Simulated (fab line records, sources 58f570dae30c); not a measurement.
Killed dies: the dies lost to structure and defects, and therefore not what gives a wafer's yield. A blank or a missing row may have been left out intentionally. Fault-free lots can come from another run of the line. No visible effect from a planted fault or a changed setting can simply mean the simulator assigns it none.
Chamber matching || flow berkeleyCmos170 || pecvd-01 running UCB170_SPACER_CVD_00: 3 sister chambers
The step deposits SiO2 from TEOS/O2, target thk 376 nm, time 47 s. 6 wafers are shown with their chamber, then 7 later ones without.

## WAFERS, EACH WITH ITS CHAMBER
{"wafer": "L864.4", "chamber": 2, "heaterPowerW (W)": 287}
{"wafer": "L868.5", "chamber": 0, "heaterPowerW (W)": 207}
{"wafer": "L869.2", "chamber": 0, "heaterPowerW (W)": 141}
{"wafer": "L869.5", "chamber": 2, "heaterPowerW (W)": 258}
{"wafer": "L870.3", "chamber": 1, "heaterPowerW (W)": 275}
{"wafer": "L870.5", "chamber": 1, "heaterPowerW (W)": 284}

## WAFERS WHOSE CHAMBER IS MISSING
{"wafer": "L870.6", "heaterPowerW (W)": 169}
{"wafer": "L872.2", "heaterPowerW (W)": 184}
{"wafer": "L872.3", "heaterPowerW (W)": 242}
{"wafer": "L872.5", "heaterPowerW (W)": 245}
{"wafer": "L874.2", "heaterPowerW (W)": 176}
{"wafer": "L874.3", "heaterPowerW (W)": 287}
{"wafer": "L874.6", "heaterPowerW (W)": 187}

## THE CHAMBER EACH PASSED THROUGH
{"wafer": "L870.6", "from the rows above": 0, "in truth": 0}
{"wafer": "L872.2", "from the rows above": 0, "in truth": 0}
{"wafer": "L872.3", "from the rows above": "can't be placed: 2 or 1 or 0", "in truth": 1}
{"wafer": "L872.5", "from the rows above": "can't be placed: 2 or 1 or 0", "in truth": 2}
{"wafer": "L874.2", "from the rows above": 0, "in truth": 0}
{"wafer": "L874.3", "from the rows above": "can't be placed: 1 or 2", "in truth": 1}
{"wafer": "L874.6", "from the rows above": 0, "in truth": 0}
4 of 7 placed correctly. These rows do not allow placing 3 (true chamber among the candidates in 3). Placed wrongly: 0.
How it was worked out, from the rows above alone: a wafer's distance from a chamber is the root of the sum, over the readings, of the square of ((its reading less the chamber's mean) divided by the reading's scatter). The wafer belongs to the nearest chamber; if the next one is less than 2 further off, it can't be placed. A chamber's mean is the mean of its shown wafers. How the scatter is found: for the shown wafers, subtract from each reading the mean of its chamber, square and add these, divide the total by (wafers less chambers), then take the root.
